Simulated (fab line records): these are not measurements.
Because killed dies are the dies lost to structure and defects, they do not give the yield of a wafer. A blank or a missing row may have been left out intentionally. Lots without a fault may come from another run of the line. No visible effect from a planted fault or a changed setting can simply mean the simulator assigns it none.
Struck lot and sound lot, side by side + flow berkeley cmos170 + 26 steps out of a route of 331
Sound: wafers L767.2, L767.3, L767.4. Wafers struck: L774.2, L774.3, L774.6. The cause is named last.
Each step with rows lists, per side, the tool, then ch with its chambers, then its first start. Under that, the readings that differ: sound wafers + struck wafers + difference of the means + sigmas: that difference in standard deviations of wafers without a fault.
alike: readings with means less than 2 such deviations apart, plus words and numbers identical on both sides. not compared: withheld readings, readings lacking a value on some wafer, bounds such as >300 that could conceal the same value, and numbers that have no deviation in the record and whose values overlap.
Wherever a step has rows on one side only, a row that says differs or no value, or a row with sigmas, the two part there. Non-overlapping numbers with no deviation appear without sigmas and do not part them. A reading missing from all wafers of one side parts the sides only when that side holds two or more wafers.

first, 3 steps without rows for these wafers: UCB170_PVT_EXPOSE_03 (exposes mask NWELL, target cd 3000 nm); UCB170_PVT_PEB_04; UCB170_PVT_DEVELOP_05 (develop time 45 s).
UCB170_PVT_OVL_MEAS_06:
  struck on overlay-02, day 7 00:27; sound on overlay-02, day 5 15:08
  alike: PVT_OVL
next, for these wafers, 1 step has no rows: UCB170_PVT_IMPLANT_07.
UCB170_PVT_STRIP_08: strips in O2.
  sound on plasma asher-02 ch 0,1, day 5 15:19; struck on plasma asher-02 ch 1, day 7 00:38
  alike: drypump motor current A, oes product au, strip time to endpoint s
  not compared: rf hours counter h
UCB170_PVT_TW_MEAS_09:
  struck on film metro-04, day 7 00:44; sound on film metro-04, day 5 15:25
  alike: PVT_TW
then, 1 step without rows for these wafers: UCB170_GATE_WET_ETCH_00 (etches SiO2 in dHF, time 200 s).
UCB170_FIELD_THK_MEAS_91:
  struck on film metro-03, day 7 00:52; sound on film metro-02, day 5 15:32
  alike: FIELD_OXIDE_LEFT_2_THK
then, 1 step without rows for these wafers: UCB170_GATE_OXIDATION_01 (target thk 6.6 nm, ox time 1800 s).
UCB170_GATE_THK_MEAS_02:
  struck on film metro-03, day 7 05:38; sound on film metro-02, day 5 20:44
  alike: GATE_OXIDE_THK
then, 1 step without rows for these wafers: UCB170_GATE_ANNEAL_03 (time 1800 s).
UCB170_GATE_CVD_04: deposits poly-Si from SiH4, time 1440 s, target thk 214 nm.
  sound on lpcvd-02 ch 1, day 6 04:04; struck on lpcvd-01 ch 1, day 7 12:52
  alike: zone power centre pct
UCB170_GATE_THK_MEAS_05:
  struck on film metro-03, day 7 14:17; sound on film metro-03, day 6 05:29
| reading            | sound             | struck            | difference | sigmas      |
|--------------------|-------------------|-------------------|------------|-------------|
| GATE_POLY_THK (nm) | 212.2 212.3 212.5 | 425.9 426.6 424.1 | +213.2     | +99 or more |
then, 6 steps without rows for these wafers: UCB170_GATE_COAT_06; UCB170_GATE_COAT_07 (resist thk 900 nm); UCB170_GATE_SOFTBAKE_08 (time 60 s); UCB170_GATE_EXPOSE_09 (exposes mask POLY, target cd 350 nm); UCB170_GATE_PEB_10; UCB170_GATE_DEVELOP_11 (develop time 45 s).
UCB170_GATE_CD_MEAS_12: target cd 350 nm.
  struck on cd sem-01, day 7 15:16; sound on cd sem-01, day 6 06:44
  alike: cd nm
UCB170_GATE_OVL_MEAS_13:
  struck on overlay-02, day 7 15:22; sound on overlay-02, day 6 06:50
  alike: GATE_OVL
UCB170_GATE_ETCH_14: etches BARC in N2/H2.
  sound on rie diel-02 ch 1,2,3, day 6 06:52; struck on rie diel-04 ch 1,2, day 7 15:24
  alike: drypump motor current A, oes product au, throttle valve pct
UCB170_GATE_ETCH_15: etches poly-Si in HBr/Cl2, stops on SiO2, time 56.3 s, target depth 278.2 nm.
  sound on rie si-01 ch 1,2,3, day 6 06:55; struck on rie si-01 ch 0,1, day 7 15:27
| reading                          | sound             | struck            | difference | sigmas |
|----------------------------------|-------------------|-------------------|------------|--------|
| oes product au (a.u.)            | 0.823 0.845 0.827 | 1.042 0.993 1.053 | +0.198     | +16    |
| model.etch.depth nm (nm)         | 212.2 212.4 212.4 | 288.5 274.2 290.3 | +72.0      |        |
| model.GATE.feature depth nm (nm) | 212.2 212.4 212.4 | 288.5 274.2 290.3 | +72.0      |        |
  alike: drypump motor current A, throttle valve pct
  not compared: rf hours counter h
UCB170_GATE_STRIP_16: strips in O2.
  sound on plasma asher-02 ch 0,1, day 6 06:58; struck on plasma asher-04 ch 1, day 7 15:29
| reading                                  | sound         | struck          | difference | sigmas |
|------------------------------------------|---------------|-----------------|------------|--------|
| model.poly-Si_of_GATE_CVD_04.thk nm (nm) | 211.8 212 212 | 426 426.3 423.8 | +213       |        |
  alike: drypump motor current A, oes product au
  not compared: rf hours counter h
UCB170_GATE_CD_MEAS_90: target cd 350 nm.
  struck on cd sem-01, day 7 15:50; sound on cd sem-02, day 6 07:05
  alike: cd nm

## WHERE THEY PART
Last at UCB170_GATE_ETCH_15 as far as this record goes, first at UCB170_GATE_THK_MEAS_05. Later steps at which nothing parts them and some readings are alike: UCB170_GATE_STRIP_16, UCB170_GATE_CD_MEAS_90.

WHY: whatever the simulator had introduced
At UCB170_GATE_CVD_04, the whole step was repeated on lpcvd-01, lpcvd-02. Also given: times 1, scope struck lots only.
